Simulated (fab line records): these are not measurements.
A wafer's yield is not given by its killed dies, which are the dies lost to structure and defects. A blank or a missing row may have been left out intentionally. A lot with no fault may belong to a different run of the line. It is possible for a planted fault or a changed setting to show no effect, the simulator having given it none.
The tool behind it: which one? ; flow rit_cmos ; 14 lots with 42 wafers sampled at 3 steps, on a route of 202 steps

WHAT THE GAUGES SHOWED, per wafer
RIT_PLDD_TW_MEAS_10.
lot;measured;on;PLDD_TW
L167;day 2 21:26;film_metro-01;2335 2340 2349
L168;day 3 03:26;film_metro-02;2306 2320 2300
L169;day 3 07:13;film_metro-02;2318 2302 2308
L170;day 3 11:53;film_metro-01;2356 2351 2349
L172;day 3 23:52;film_metro-03;2372 2376 2374
L173;day 4 02:25;film_metro-03;2365 2351 2361
L174;day 4 09:05;film_metro-02;2317 2320 2322
L175;day 4 16:34;film_metro-02;2317 2320 2305
L177;day 5 05:32;film_metro-01;2315 2323 2329
L178;day 5 12:42;film_metro-02;2320 2304 2308
L182;day 6 09:40;film_metro-02;1859 1862 1856
L186;day 7 01:25;film_metro-01;1889 1891 1887
L189;day 7 19:25;film_metro-01;2341 2334 2327
L190;day 7 21:28;film_metro-01;2340 2344 2328

RIT_SDANNEAL_RS_MEAS_06: measures by four-point-probe.
lot;measured;on;PLDD_RS (ohm/sq)
L167;day 3 03:37;film_metro-03;178.2 178.2 177.9
L168;day 3 09:36;film_metro-03;178.3 178.7 178.3
L169;day 3 13:31;film_metro-02;178.9 179.1 178.6
L170;day 3 19:25;film_metro-03;178.3 178.4 178.6
L172;day 4 06:46;film_metro-03;179.1 178.3 179.5
L173;day 4 08:39;film_metro-03;178.4 177.6 177.8
L174;day 4 15:19;film_metro-02;179.1 178.5 178.7
L175;day 4 22:44;film_metro-02;178.6 178.7 178.5
L177;day 5 11:58;film_metro-02;178.8 179.0 178.9
L178;day 5 19:29;film_metro-03;179.0 179.3 178.8
L182;day 6 16:52;film_metro-03;304.5 305.9 305.2
L186;day 7 07:43;film_metro-03;295.7 299.0 299.7
L189;day 8 03:04;film_metro-01;179.0 178.9 179.3
L190;day 8 05:19;film_metro-02;178.9 178.5 178.4

TOOL THAT RAN EACH LOT (tool first, then ch and the chambers of the sampled wafers, then the start)
lot;RIT_PLDD_IMPLANT_08
L167;implanter-03 ch 0, day 2 21:07
L168;implanter-02 ch 0, day 3 03:07
L169;implanter-03 ch 0, day 3 06:53
L170;implanter-01 ch 0, day 3 11:35
L172;implanter-01 ch 0, day 3 23:33
L173;implanter-01 ch 0, day 4 02:01
L174;implanter-02 ch 0, day 4 08:46
L175;implanter-01 ch 0, day 4 16:16
L177;implanter-01 ch 0, day 5 05:12
L178;implanter-03 ch 0, day 5 12:22
L182;implanter-01 ch 0, day 6 09:22
L186;implanter-01 ch 0, day 7 01:07
L189;implanter-03 ch 0, day 7 19:05
L190;implanter-02 ch 0, day 7 21:10
- RIT_PLDD_IMPLANT_08

WHAT THE TOOLS THEMSELVES READ (means of the sampled wafers that have a number; where no wafer has one, the mark that the record gives instead)
RIT_PLDD_IMPLANT_08.
lot;tool;dose_ions_cm2;end_station_pressure_torr (Torr);faraday_current_uA
L167;implanter-03;9e+14;7.4e-06;2811
L168;implanter-02;9e+14;7.1e-06;2886
L169;implanter-03;9e+14;7.2e-06;2820
L170;implanter-01;9e+14;6.7e-06;2811
L172;implanter-01;9e+14;7.4e-06;2817
L173;implanter-01;9e+14;7.2e-06;2801
L174;implanter-02;9e+14;7.1e-06;2835
L175;implanter-01;9e+14;7.4e-06;2805
L177;implanter-01;9e+14;7.0e-06;2823
L178;implanter-03;9e+14;7.4e-06;2830
L182;implanter-01;4e+14;6.0e-06;1268
L186;implanter-01;4e+14;6.0e-06;1311
L189;implanter-03;9e+14;7.3e-06;2840
L190;implanter-02;9e+14;7.1e-06;2852

THE ANSWER, worked out from the rows above alone
Rule: the lots themselves supply what counts as usual. The widest of any qualifying gaps counts: lots, ordered by their means at a reading, are off when they make up no more than a third of the lots, leave a main group of 4 or more, and stand apart from it by 3 or more times the standard deviation of that group's means. The tables above print the reading to a certain number of digits; a main group whose means all agree to those digits is not used. Also off: a lot with no number at a reading for which 4 or more lots have one. The other lots that the step has rows for count as sound. First the gauges in route order, then the tools' own readings, where a lot's mean is used as printed above. At the first step where some lot is off, the reading lying furthest off is the one used; lots without a number count as furthest.
Off: L182, L186, at RIT_PLDD_TW_MEAS_10 (PLDD_TW). The main group: mean 2332, standard deviation 21.
A tool fits if, at a process step before that reading, it ran every lot that is off, and no sound lot after the first of them. The gauges at RIT_PLDD_TW_MEAS_10 aren't tried: what is off there is off at RIT_SDANNEAL_RS_MEAS_06 too, on other tools, and a gauge's error can't cause that. One fits: RIT_PLDD_IMPLANT_08 on implanter-01. Its last sound lot is L177 (day 5 05:12), its first lot that is off L182 (day 6 09:22): a fault that began between those two fits.
The tool's own readings at RIT_PLDD_IMPLANT_08 bear it out: on the lots that are off they differ by more than 5 times the standard deviation of the sound lots' means. dose_ions_cm2 reads 4e+14 there against 9e+14 on the sound lots; end_station_pressure_torr reads 6.0e-06 Torr there against 7.2e-06 Torr on the sound lots; faraday_current_uA reads 1290 there against 2828 on the sound lots.

WHAT THE SIMULATOR PUT IN
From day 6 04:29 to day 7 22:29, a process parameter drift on implanter-01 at RIT_PLDD_IMPLANT_08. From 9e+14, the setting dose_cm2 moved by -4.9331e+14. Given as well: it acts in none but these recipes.
Shown lots that were struck: L182, L186. The rule above found the same.
